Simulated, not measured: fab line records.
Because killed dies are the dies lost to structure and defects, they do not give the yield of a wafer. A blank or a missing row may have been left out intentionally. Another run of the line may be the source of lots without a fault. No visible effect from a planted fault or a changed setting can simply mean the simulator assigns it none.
Struck lot and sound lot, side by side -- flow rit-cmos -- 26 out of 202 route steps
Sound: the wafers L765.2, L765.3, L765.6. Wafers struck: L758.2, L758.4, L758.5. The cause is given at the end.
Order at every step that has rows: each side's tool, ch and its chambers, its first start. Under that, the readings that differ: sound wafers -- struck wafers -- difference of the means -- sigmas: that difference in standard deviations of wafers without a fault.
alike: a reading whose means differ by less than 2 such deviations, as well as words and numbers matching on both sides. not compared: withheld readings; readings where some wafer has no value; bounds like >300 that might hide an equal value; numbers whose values overlap and for which the record gives no deviation.
A row with sigmas, a row that says differs or no value, or rows on one side alone: a step with any of these is where the two part. Numbers that don't overlap but have no deviation are shown without sigmas and don't part them. Lack of a reading on every wafer of one side parts them only where that side has two or more wafers.

first, 1 step without rows for these wafers: RIT_WELLDRIVE_ANNEAL_00 (time 14700 s).
RIT_WELLDRIVE_RS_MEAS_01: a four-point-probe measurement.
  sound: film-metro-01 at day 5 09:13; struck: film-metro-03 at day 4 01:59
  alike: NWELL_RS
RIT_WELLDRIVE_RS_MEAS_02: a four-point-probe measurement.
  sound: film-metro-01 at day 5 09:20; struck: film-metro-03 at day 4 02:07
reading,sound,struck,difference,sigmas
PWELL_RS (ohm/sq),428.6 427.3 427.7,433.4 431.5 430.2,+3.8,+3
then, 6 steps without rows for these wafers: RIT_NRETRO_HMDS_00 (prime time 60 s); RIT_NRETRO_COAT_01 (resist thk 1300 nm); RIT_NRETRO_SOFTBAKE_02 (time 60 s); RIT_NRETRO_EXPOSE_03 (exposes mask M4, target cd 43900 nm); RIT_NRETRO_PEB_04; RIT_NRETRO_DEVELOP_05 (develop time 68 s).
RIT_NRETRO_OVL_MEAS_06:
  sound: overlay-02 at day 5 10:31; struck: overlay-01 at day 4 03:13
  alike: NRETRO_OVL
then, 2 steps without rows for these wafers: RIT_NRETRO_HARDBAKE_07 (time 120 s); RIT_NRETRO_IMPLANT_08.
RIT_NRETRO_STRIP_09: strips in O2, time 180 s.
  sound on plasma-asher-02 ch 1, day 5 10:57; struck on plasma-asher-04 ch 0,1, day 4 03:39
  no value came back on the struck wafers for chamber-pressure-mTorr (mTorr), drypump-motor-current-A (A), rf-refl-power-W (W); on the sound wafers chamber-pressure-mTorr (mTorr) reads 4006 4000 4000
reading,sound,struck,difference,sigmas
model.NOVOLAK_of_NRETRO_COAT_01.thk-nm (nm),0 0 0,1138 1135 1138,+1137,
  not compared: rf-hours-counter-h
RIT_NRETRO_TW_MEAS_10:
  sound: film-metro-01 at day 5 11:08; struck: film-metro-02 at day 4 03:50
  alike: NRETRO_TW
then, 6 steps without rows for these wafers: RIT_PRETRO_HMDS_00 (prime time 60 s); RIT_PRETRO_COAT_01 (resist thk 1300 nm); RIT_PRETRO_SOFTBAKE_02 (time 60 s); RIT_PRETRO_EXPOSE_03 (exposes mask M5, target cd 43700 nm); RIT_PRETRO_PEB_04; RIT_PRETRO_DEVELOP_05 (develop time 68 s).
RIT_PRETRO_OVL_MEAS_06:
  sound: overlay-02 at day 5 12:06; struck: overlay-02 at day 4 04:54
  alike: PRETRO_OVL
then, 2 steps without rows for these wafers: RIT_PRETRO_HARDBAKE_07 (time 120 s); RIT_PRETRO_IMPLANT_08.
RIT_PRETRO_STRIP_09: strips in O2, time 180 s.
  sound on plasma-asher-02 ch 0,1, day 5 12:34; struck on plasma-asher-02 ch 0, day 4 05:20
  alike: chamber-pressure-mTorr, drypump-motor-current-A, rf-refl-power-W
  not compared: rf-hours-counter-h
RIT_PRETRO_TW_MEAS_10:
  sound: film-metro-03 at day 5 12:45; struck: film-metro-04 at day 4 05:31
reading,sound,struck,difference,sigmas
PRETRO_TW,472.8 472.9 474.2,30.1 30.1 30.1,-443.2,-99 or more
then, 1 step without rows for these wafers: RIT_GATE_WET_ETCH_00 (etches SiO2 in BOE, target depth 56 nm, time 60 s).

WHERE THEY PART
Earliest at RIT_WELLDRIVE_RS_MEAS_02; latest, in this record, at RIT_PRETRO_TW_MEAS_10.

WHY: what the simulator had put in
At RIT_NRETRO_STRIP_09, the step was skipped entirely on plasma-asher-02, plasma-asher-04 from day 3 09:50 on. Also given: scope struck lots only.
